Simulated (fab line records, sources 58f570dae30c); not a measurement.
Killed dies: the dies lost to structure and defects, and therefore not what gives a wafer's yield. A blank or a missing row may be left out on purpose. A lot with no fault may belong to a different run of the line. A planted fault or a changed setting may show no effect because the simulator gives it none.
Code-filled problem report in 8D (eight disciplines) form :: flow berkeley-cmos170 :: the parts of the form that need people (team, actions taken, sign-off) are left out

## 1. THE ISSUE
cd-nm at UCB170_V1_CD_MEAS_12 reads a mean of 716.8 nm on 9 wafers of 3 lots; wafers without a fault read 699.6 nm with a standard deviation of 1.3. Relative to the usual mean, that is a shift of +13 standard deviations.
The step: target cd 700 nm.
First seen on wafer L895.1, day 9 22:02, on cd-sem-02. The record holds 45 wafers of 15 lots with a number at this step. Rule for "out" (also "out of limits"): further than 4 standard deviations from the usual mean. The other wafers with a number count as sound.

## 2. WHAT IT IS, WHAT IT ISN'T
question: which readings at this step
is: cd-nm
is not: -

question: which lots
is: L894, L895, L898
is not: L885, L886, L887, L888, L889, L890, L891, L892, L893, L903, L906, L908

question: which wafers of those lots
is: all that have a number
is not: -

question: read on which gauges
is: cd-sem-02
is not: cd-sem-01

question: when
is: from day 9 22:02
is not: up to then (27 sound wafers); but 9 sound wafers of L903, L906, L908 came after

## 3. SUSPECTS, AND WHAT RULES EACH OUT
Counting: a tool at any process step up to the reading remains a suspect when it ran all the lots that are out and ran no sound lot after the first of those.
- ruled out: the gauge at UCB170_V1_CD_MEAS_12. All the wafers that are out were read on cd-sem-02, but those of them that UCB170_V1_EXPOSE_09 has rows for are out there too, on other tools.
- krf-scanner-01 at UCB170_V1_EXPOSE_09 (exposes mask VIA1, target cd 700 nm): kept. Every lot that is out went through it, starting with L895 (day 9 21:25), and after that it ran no sound lot; the last sound lot it ran before then is L893 (day 9 11:33). Out on those wafers are its own readings of exposure-dose-mJ-cm2.
After counting, what remains is krf-scanner-01 at UCB170_V1_EXPOSE_09.

## 4. THE CAUSE (what the simulator had put in)
Process parameters drifting: krf-scanner-01 at UCB170_V1_EXPOSE_09, beginning at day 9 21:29. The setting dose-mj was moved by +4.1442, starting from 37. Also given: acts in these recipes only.
Counting left only this tool.

## 5. SEQUENCE OF EFFECTS, ordered by route
Rows list readings where the struck wafers' mean (over those with a number) sits beyond 3 standard deviations from the usual. Scope: only readings with a usual standard deviation given in the record; hours: median across lots of the time from each lot's start at the first step in this table that gives one to its start at this step; sigmas: change in usual standard deviations.
hours: 0
step: UCB170_V1_EXPOSE_09
reading: exposure-dose-mJ-cm2
usual: 37.00
on struck wafers: 40.65
change: +3.65
sigmas: +99 or more

hours: 1
step: UCB170_V1_CD_MEAS_12
reading: cd-nm
usual: 699.6 nm
on struck wafers: 716.8
change: +17.2
sigmas: +13
It contains these process steps:
- UCB170_V1_EXPOSE_09: exposes mask VIA1, target cd 700 nm.

## 6. HOW IT WOULD HAVE BEEN CAUGHT EARLIER
In this record the first reading out of limits at a measuring or inspecting step was taken at day 9 22:02, 1 hour after the fault began at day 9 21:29.
Tool's own readings at UCB170_V1_EXPOSE_09, exposure-dose-mJ-cm2: out on all struck wafers the step has rows for; an alarm limit on them would have tripped on the first.
Among the 3 lots that are out, L898 began UCB170_V1_EXPOSE_09 on krf-scanner-01 after day 9 22:02. A tool hold placed at that time would have kept it from harm.
